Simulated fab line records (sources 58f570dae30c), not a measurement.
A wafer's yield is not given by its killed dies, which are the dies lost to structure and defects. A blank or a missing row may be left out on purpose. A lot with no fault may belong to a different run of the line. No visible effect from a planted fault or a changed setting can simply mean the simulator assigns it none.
Which tool was responsible? + flow berkeleyCmos170 + 7 lots, 21 wafers sampled, at 2 steps of a route of 331

== WHAT EACH GAUGE READ, for each wafer ==
UCB170_NLDD_CD_MEAS_06: the cd target is 1200 nm.
| lot  | measured     | on       | cdNm (nm)            |
|------|--------------|----------|----------------------|
| L332 | day 7 23:09  | cdSem-02 | 1200.1 1201.7 1201.7 |
| L336 | day 8 08:52  | cdSem-01 | 1198.9 1199.9 1199.1 |
| L335 | day 8 09:33  | cdSem-01 | 1200.0 1198.7 1198.1 |
| L344 | day 10 03:28 | cdSem-01 | 1200.4 1201.2 1199.5 |
| L342 | day 10 03:44 | cdSem-02 | 1198.0 1199.2 1198.8 |
| L346 | day 10 04:19 | cdSem-02 | 1203.5 1204.4 1204.7 |
| L354 | day 12 03:56 | cdSem-01 | 1199.8 1199.7 1199.7 |

== EACH LOT AND THE TOOL THAT RAN IT (in order: tool; ch and the chambers of the sampled wafers; start) ==
| lot  | UCB170_NLDD_PEB_04               |
|------|----------------------------------|
| L332 | lithoTrack-01 ch 0, day 7 22:53  |
| L336 | lithoTrack-01 ch 0, day 8 08:35  |
| L335 | lithoTrack-04 ch 0, day 8 09:17  |
| L344 | lithoTrack-04 ch 0, day 10 03:12 |
| L342 | lithoTrack-04 ch 0, day 10 03:28 |
| L346 | lithoTrack-01 ch 0, day 10 04:02 |
| L354 | lithoTrack-04 ch 0, day 12 03:40 |
- UCB170_NLDD_PEB_04

== THE ANSWER, worked out from the rows above alone ==
Rule: the usual values come from the lots themselves. The widest of any qualifying gaps counts: lots, ordered by their means at a reading, are off when they make up no more than a third of the lots, leave a main group of 4 or more, and stand apart from it by 3 or more times the standard deviation of that group's means. The tables above print the reading to a certain number of digits; a main group whose means all agree to those digits is not used. A lot without any number at a reading at which 4 lots or more have one is off too. Where the step has rows for the other lots, those lots are counted as sound.
Off, at UCB170_NLDD_CD_MEAS_06 on cdNm: L346. For the main group the mean is 1199.7 nm and the standard deviation 0.86.
If a tool, at a process step before that reading, ran all the lots that are off and no sound lot after the first of them, it fits. Those tools and the gauges at UCB170_NLDD_CD_MEAS_06 are tried in the same way. Undecided on this evidence; 2 tools fit (lithoTrack-01 at UCB170_NLDD_PEB_04, cdSem-02 at UCB170_NLDD_CD_MEAS_06).

== WHAT WAS PUT IN BY THE SIMULATOR ==
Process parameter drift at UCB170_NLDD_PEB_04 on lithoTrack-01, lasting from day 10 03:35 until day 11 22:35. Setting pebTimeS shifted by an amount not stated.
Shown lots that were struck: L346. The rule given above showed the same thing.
